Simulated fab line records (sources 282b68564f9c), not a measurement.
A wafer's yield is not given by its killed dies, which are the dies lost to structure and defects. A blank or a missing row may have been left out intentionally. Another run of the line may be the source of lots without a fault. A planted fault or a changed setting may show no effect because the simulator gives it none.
A lot that was struck, set against a sound lot | flow ritCmos | 26 out of 202 route steps
Sound: the wafers L516.2, L516.4, L516.6. The struck wafers were L530.3, L530.5, L530.6. At the end, the cause is stated.
Order at every step that has rows: each side's tool, ch and its chambers, its first start. Under that, the readings that differ: sound wafers | struck wafers | difference of the means | sigmas: that difference in standard deviations of wafers without a fault.
alike: a reading whose means differ by less than 2 such deviations, as well as words and numbers matching on both sides. not compared: withheld readings; readings where some wafer has no value; bounds like >300 that might hide an equal value; numbers whose values overlap and for which the record gives no deviation.
A row with sigmas, a row that says differs or no value, or rows on one side alone: a step with any of these is where the two part. Numbers that don't overlap but have no deviation are shown without sigmas and don't part them. A reading that every wafer of one side lacks parts them only if that side has two wafers or more.

RIT_ACTIVE_BOW_MEAS_00:
  sound on filmMetro-02 at day 2 11:01; struck on filmMetro-01 at day 5 09:02
  alike: INCOMING_BOW
then, 1 step without rows for these wafers: RIT_ACTIVE_OXIDATION_01 (target thk 46.8 nm, ox time 3360 s).
RIT_ACTIVE_THK_MEAS_02:
  sound on filmMetro-04 at day 2 14:28; struck on filmMetro-04 at day 5 11:21
  alike: ACTIVE_OXIDE_THK
RIT_ACTIVE_CVD_03: deposits Si3N4 from SiH2Cl2/NH3, target thk 150 nm, time 1500 s.
  sound on lpcvd-01 ch 0, day 2 14:31; struck on lpcvd-01 ch 0, day 5 11:23
reading                                 | sound             | struck            | difference | sigmas
spikeTcCentreC (C)                      | 815.5 815.2 814.0 | 828.7 830.3 830.1 | +14.8      | +12
spikeTcLoadC (C)                        | 835.6 838.5 838.2 | 854.2 853.0 853.0 | +16.0      | +6
spikeTcSourceC (C)                      | 830.5 830.2 828.9 | 844.5 843.7 843.2 | +13.9      | +6
susceptorTempC (C)                      | 810.5 810.0 809.7 | 824.8 825.2 825.0 | +14.9      | +43
zonePowerSourcePct (%)                  | 20.9 21.3 21.2    | 22.1 21.8 22.1    | +0.9       | +2
model.Si3N4_of_ACTIVE_CVD_03.thkNm (nm) | 148.8 149.4 149   | 195.5 195.2 193.5 | +45.7      | 
RIT_ACTIVE_THK_MEAS_04:
  sound on filmMetro-04 at day 2 15:56; struck on filmMetro-02 at day 5 12:50
reading                 | sound             | struck            | difference | sigmas
ACTIVE_NITRIDE_THK (nm) | 148.9 149.5 149.1 | 195.6 195.2 193.6 | +45.6      | +33
then, 6 steps without rows for these wafers: RIT_ACTIVE_HMDS_05 (prime time 60 s); RIT_ACTIVE_COAT_06 (resist thk 1000 nm); RIT_ACTIVE_SOFTBAKE_07 (time 60 s); RIT_ACTIVE_EXPOSE_08 (exposes mask M1, target cd 1400 nm); RIT_ACTIVE_PEB_09; RIT_ACTIVE_DEVELOP_10 (develop time 50 s).
RIT_ACTIVE_CD_MEAS_11: target cd 1400 nm.
  sound on cdSem-01 at day 2 16:59; struck on cdSem-02 at day 5 13:46
  alike: cdNm
then, 1 step without rows for these wafers: RIT_ACTIVE_HARDBAKE_12 (time 60 s).
RIT_ACTIVE_ETCH_13: etches Si3N4 in SF6, stops on SiO2, time 210 s, target depth 210 nm.
  sound on rieDiel-04 ch 0,1,3, day 2 17:14; struck on rieDiel-04 ch 0,2,3, day 5 13:59
reading                          | sound             | struck            | difference | sigmas
oesProductAu (a.u.)              | 0.812 0.825 0.817 | 0.948 0.947 0.937 | +0.126     | +8
model.etch.depthNm (nm)          | 148.8 149.4 149   | 195.5 195.2 193.5 | +45.7      | 
model.ACTIVE.featureDepthNm (nm) | 148.8 149.6 149   | 195.5 195.2 193.5 | +45.6      | 
  alike: drypumpMotorCurrentA, throttleValvePct
  not compared: rfHoursCounterH
RIT_ACTIVE_STRIP_14: strips in O2, time 180 s.
  sound on plasmaAsher-01 ch 1, day 2 17:22; struck on plasmaAsher-01 ch 0,1, day 5 14:11
  alike: drypumpMotorCurrentA
  not compared: rfHoursCounterH
RIT_ACTIVE_CD_MEAS_90: target cd 1400 nm.
  sound on cdSem-01 at day 2 17:34; struck on cdSem-02 at day 5 14:20
  alike: cdNm
then, 4 steps without rows for these wafers: RIT_ACTIVE_CLEAN_15 (cleans in SC1, time 600 s); RIT_ACTIVE_CLEAN_16 (cleans in dHF, time 30 s); RIT_ACTIVE_CLEAN_17 (cleans in SC2, time 600 s); RIT_FOX1_OXIDATION_00 (target thk 350.7 nm, ox time 1130 s).
RIT_FOX1_THK_MEAS_01:
  sound on filmMetro-01 at day 2 20:45; struck on filmMetro-02 at day 5 17:19
  alike: FOX1_OXIDE_THK
then, 2 steps without rows for these wafers: RIT_FOX1_WET_ETCH_02 (etches SiO2 in BOE, target depth 350 nm, time 390 s); RIT_FOX2_OXIDATION_00 (target thk 350.7 nm, ox time 1130 s).
RIT_FOX2_THK_MEAS_01:
  sound on filmMetro-03 at day 2 22:15; struck on filmMetro-03 at day 5 18:50
  alike: FOX2_OXIDE_THK
RIT_FOX2_CLEAN_02: cleans in dHF, time 180 s.
  sound on wetBench-01 ch 1, day 2 22:18; struck on wetBench-03 ch 2, day 5 18:53
reading                                 | sound             | struck            | difference | sigmas
model.Si3N4_of_ACTIVE_CVD_03.thkNm (nm) | 129.6 130.2 129.8 | 176.2 175.9 174.3 | +45.6      | 
then, 1 step without rows for these wafers: RIT_FOX2_WET_ETCH_03 (etches Si3N4 in H3PO4, target depth 195 nm, time 2700 s).

## WHERE THEY PART
First at RIT_ACTIVE_CVD_03; last, within this record, at RIT_ACTIVE_ETCH_13. Later steps at which nothing parts them and some readings are alike: RIT_ACTIVE_STRIP_14, RIT_ACTIVE_CD_MEAS_90, RIT_FOX1_THK_MEAS_01, RIT_FOX2_THK_MEAS_01.

WHY: whatever the simulator had introduced
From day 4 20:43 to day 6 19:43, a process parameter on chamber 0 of lpcvd-01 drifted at RIT_ACTIVE_CVD_03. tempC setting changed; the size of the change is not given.
